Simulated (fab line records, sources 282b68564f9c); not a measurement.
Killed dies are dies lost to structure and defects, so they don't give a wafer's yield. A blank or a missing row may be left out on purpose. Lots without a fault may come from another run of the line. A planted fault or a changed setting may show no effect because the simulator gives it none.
Which tool did it? | flow rit_cmos | 15 lots, 45 wafers sampled, at 3 steps of a route of 202

WHAT THE GAUGES READ, wafer by wafer
RIT_ACTIVE_CD_MEAS_11: target cd 1400 nm. Usual: cd_nm 1400.2 nm, standard deviation 2.4.
lot  | measured    | on        | cd_nm (nm)           | flag
L467 | day 2 00:34 | cd_sem-01 | 1397.7 1398.2 1397.1 |
L469 | day 2 10:33 | cd_sem-01 | 1401.0 1402.6 1400.3 |
L471 | day 2 20:28 | cd_sem-02 | 1400.4 1398.3 1401.5 |
L474 | day 3 13:25 | cd_sem-02 | 1399.7 1401.8 1400.6 |
L475 | day 3 16:29 | cd_sem-02 | 1398.3 1398.3 1399.6 |
L476 | day 3 21:30 | cd_sem-02 | 1397.4 1399.5 1398.3 |
L479 | day 4 12:47 | cd_sem-01 | 1398.5 1399.1 1399.4 |
L480 | day 4 17:36 | cd_sem-01 | 1400.4 1399.2 1398.1 |
L481 | day 4 23:10 | cd_sem-02 | 1398.1 1398.9 1400.8 |
L482 | day 5 03:59 | cd_sem-01 | 1400.1 1403.4 1400.8 |
L483 | day 5 09:04 | cd_sem-01 | 1403.6 1401.0 1401.5 |
L484 | day 5 14:56 | cd_sem-02 | 1402.9 1402.8 1403.4 |
L485 | day 5 19:53 | cd_sem-02 | 1402.4 1404.6 1402.6 |
L487 | day 6 07:37 | cd_sem-02 | 1399.8 1400.4 1401.6 |
L488 | day 6 13:23 | cd_sem-01 | 1398.9 1399.6 1400.8 |

RIT_PWELL_TW_MEAS_10. Usual: PWELL_TW 947, standard deviation 5.2.
lot  | measured    | on            | PWELL_TW    | flag
L467 | day 2 09:19 | film_metro-04 | 941 945 946 |
L469 | day 2 19:16 | film_metro-01 | 938 939 941 |
L471 | day 3 04:26 | film_metro-04 | 951 955 959 |
L474 | day 3 21:29 | film_metro-01 | 946 943 942 |
L475 | day 4 00:44 | film_metro-04 | 952 956 947 |
L476 | day 4 06:14 | film_metro-01 | 942 945 951 |
L479 | day 4 21:23 | film_metro-04 | 945 947 944 |
L480 | day 5 01:26 | film_metro-02 | 957 956 954 |
L481 | day 5 08:02 | film_metro-04 | 936 940 934 |
L482 | day 5 12:07 | film_metro-01 | 944 944 941 |
L483 | day 5 17:34 | film_metro-02 | 945 952 951 |
L484 | day 5 22:50 | film_metro-01 | 946 946 942 |
L485 | day 6 04:02 | film_metro-04 | 947 945 948 |
L487 | day 6 15:43 | film_metro-04 | 950 945 945 |
L488 | day 6 21:13 | film_metro-04 | 944 944 942 |

RIT_WELLDRIVE_RS_MEAS_02: measures by four-point-probe. Usual: PWELL_RS 429.5 ohm/sq, standard deviation 1.3.
lot  | measured    | on            | PWELL_RS (ohm/sq) | flag
L467 | day 2 14:35 | film_metro-02 | 427.8 428.0 429.1 |
L469 | day 3 00:31 | film_metro-02 | 429.0 429.9 429.5 |
L471 | day 3 09:42 | film_metro-02 | 428.0 426.4 426.3 |
L474 | day 4 02:46 | film_metro-02 | 430.9 430.1 430.3 |
L475 | day 4 06:01 | film_metro-04 | 428.3 428.9 429.7 |
L476 | day 4 11:32 | film_metro-04 | 430.9 430.3 431.0 |
L479 | day 5 02:39 | film_metro-04 | 430.9 429.1 431.1 |
L480 | day 5 06:43 | film_metro-02 | 427.4 428.1 426.7 |
L481 | day 5 13:19 | film_metro-02 | 427.9 429.4 429.2 |
L482 | day 5 17:36 | film_metro-04 | 429.8 430.8 429.9 |
L483 | day 5 22:52 | film_metro-02 | 428.2 429.1 427.2 |
L484 | day 6 04:05 | film_metro-02 | 428.8 428.6 428.4 |
L485 | day 6 09:19 | film_metro-02 | 428.5 429.2 429.7 |
L487 | day 6 20:59 | film_metro-01 | 428.7 429.6 429.7 |
L488 | day 7 03:24 | film_metro-01 | 430.5 430.1 432.1 |

WHICH TOOL RAN EACH LOT (tool, then ch and the chambers of the sampled wafers, then the start)
The record holds no process step before these readings.

WHAT THE TOOLS THEMSELVES READ (means of the sampled wafers that have a number; where no wafer has one, the mark that the record gives instead)
The record holds no such reading with a usual standard deviation.

THE ANSWER, worked out from the rows above alone
Rule: a lot is off if the mean of its wafers that have a number lies more than 3 standard deviations from the usual mean. A lot without any number at a reading at which 4 lots or more have one is off too. The other lots that the step has rows for count as sound. The gauges are gone through in route order, then the tools' own readings, and for those a lot's mean is taken as printed above. The first step at which some lot is off is used, and at that step the reading that is off furthest; a lot without a number counts as furthest.
No lot is off at any reading shown: from this, nothing can be told.

WHAT THE SIMULATOR HAD PUT IN
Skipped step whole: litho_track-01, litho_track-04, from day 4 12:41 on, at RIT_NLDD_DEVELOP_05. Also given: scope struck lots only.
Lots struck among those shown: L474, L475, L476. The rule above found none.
